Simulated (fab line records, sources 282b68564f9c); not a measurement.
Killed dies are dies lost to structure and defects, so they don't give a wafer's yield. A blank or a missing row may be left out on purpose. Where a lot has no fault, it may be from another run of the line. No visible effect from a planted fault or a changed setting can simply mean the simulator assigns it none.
Shared-tool check + flow rit_cmos + Sample size 14 lots and 42 wafers

== WHAT PROMPTED THE OPENING ==
RIT_ACTIVE_THK_MEAS_02, reading ACTIVE_OXIDE_THK: flagged on 2 of 14 lots. Fault-free wafers read 46.8 nm, with a standard deviation of 0.79.
Rule: a lot is flagged in two cases, either no wafer of it has a number, or all its wafers with numbers fall more than 4 standard deviations from that mean. The other lots count as sound.

| lot  | measured    | on            | ACTIVE_OXIDE_THK (nm), wafer by wafer | flag    |
|------|-------------|---------------|---------------------------------------|---------|
| L726 | day 1 17:04 | film_metro-03 | 46.3 46.7 46.2                        |         |
| L727 | day 1 22:03 | film_metro-02 | 45.2 44.3 45.1                        |         |
| L728 | day 2 03:03 | film_metro-01 | 45.9 46.4 46.6                        |         |
| L729 | day 2 08:04 | film_metro-02 | 46.6 46.1 46.2                        |         |
| L730 | day 2 13:03 | film_metro-03 | 47.4 47.3 47.7                        |         |
| L731 | day 2 18:03 | film_metro-03 | 46.3 46.8 46.1                        |         |
| L733 | day 3 04:05 | film_metro-03 | 45.9 45.9 47.3                        |         |
| L734 | day 3 09:04 | film_metro-03 | 47.2 46.4 46.4                        |         |
| L738 | day 4 05:04 | film_metro-03 | 47.0 46.7 46.8                        |         |
| L741 | day 4 21:20 | film_metro-03 | 28.9 28.3 28.7                        | FLAGGED |
| L743 | day 5 07:05 | film_metro-03 | 29.2 29.9 30.6                        | FLAGGED |
| L744 | day 5 11:56 | film_metro-02 | 47.7 47.2 47.8                        |         |
| L747 | day 6 03:08 | film_metro-02 | 47.8 48.9 48.0                        |         |
| L748 | day 6 07:04 | film_metro-02 | 47.5 48.4 47.8                        |         |
The numbers of the flagged lots are 29.3 nm on average: -17.5 nm against the usual, or -22 standard deviations.

== LOT BY LOT: THE TOOL USED ==
The record holds 1 process step before the reading, out of a route of 202 steps. Every cell lists first the tool, next ch and the chambers used by the sampled wafers, and last the start.
| lot  | flag    | RIT_ACTIVE_OXIDATION_01      |
|------|---------|------------------------------|
| L726 |         | furnace-03 ch 0, day 1 15:07 |
| L727 |         | furnace-03 ch 0, day 1 20:07 |
| L728 |         | furnace-03 ch 0, day 2 01:07 |
| L729 |         | furnace-03 ch 0, day 2 06:07 |
| L730 |         | furnace-04 ch 0, day 2 11:07 |
| L731 |         | furnace-04 ch 0, day 2 16:07 |
| L733 |         | furnace-01 ch 0, day 3 02:07 |
| L734 |         | furnace-03 ch 0, day 3 07:07 |
| L738 |         | furnace-04 ch 0, day 4 03:07 |
| L741 | FLAGGED | furnace-03 ch 0, day 4 19:24 |
| L743 | FLAGGED | furnace-03 ch 0, day 5 05:10 |
| L744 |         | furnace-04 ch 0, day 5 09:59 |
| L747 |         | furnace-04 ch 0, day 6 01:11 |
| L748 |         | furnace-01 ch 0, day 6 05:07 |
What the steps here do:
- RIT_ACTIVE_OXIDATION_01: target thk 46.8 nm, ox time 3360 s.
- RIT_ACTIVE_THK_MEAS_02

== FLAGGED AGAINST TOTAL, ONE TOOL AT A TIME (gauges that did the reading follow at the end) ==
| step                    | tool          | lots run | flagged | share of the flagged lots | sound lots run after its first flagged lot |
|-------------------------|---------------|----------|---------|---------------------------|--------------------------------------------|
| RIT_ACTIVE_OXIDATION_01 | furnace-01    | 2        | 0       | none                      | -                                          |
| RIT_ACTIVE_OXIDATION_01 | furnace-03    | 7        | 2       | all                       | 0                                          |
| RIT_ACTIVE_OXIDATION_01 | furnace-04    | 5        | 0       | none                      | -                                          |
| RIT_ACTIVE_THK_MEAS_02  | film_metro-01 | 1        | 0       | none                      | -                                          |
| RIT_ACTIVE_THK_MEAS_02  | film_metro-02 | 5        | 0       | none                      | -                                          |
| RIT_ACTIVE_THK_MEAS_02  | film_metro-03 | 8        | 2       | all                       | 0                                          |

== WHAT THE TABLE PERMITS ==
In 2 table rows, all flagged lots were run: furnace-03 (RIT_ACTIVE_OXIDATION_01), film_metro-03 (RIT_ACTIVE_THK_MEAS_02).
- furnace-03 at RIT_ACTIVE_OXIDATION_01: 2 of its 7 lots flagged. A fault beginning between L734 (day 3 07:07), its last sound lot, and L741 (day 4 19:24), its first flagged one, fits the data.
- film_metro-03 at RIT_ACTIVE_THK_MEAS_02: 2 of its 8 lots flagged. A fault beginning between L738 (day 4 05:04), its last sound lot, and L741 (day 4 21:20), its first flagged one, fits the data.
A lot count leaves these 2 tools indistinguishable: every one of them fits a fault beginning at some hour. More lots, or a look at what each step does to the wafer, might.

== WHAT THE SIMULATOR PUT IN ==
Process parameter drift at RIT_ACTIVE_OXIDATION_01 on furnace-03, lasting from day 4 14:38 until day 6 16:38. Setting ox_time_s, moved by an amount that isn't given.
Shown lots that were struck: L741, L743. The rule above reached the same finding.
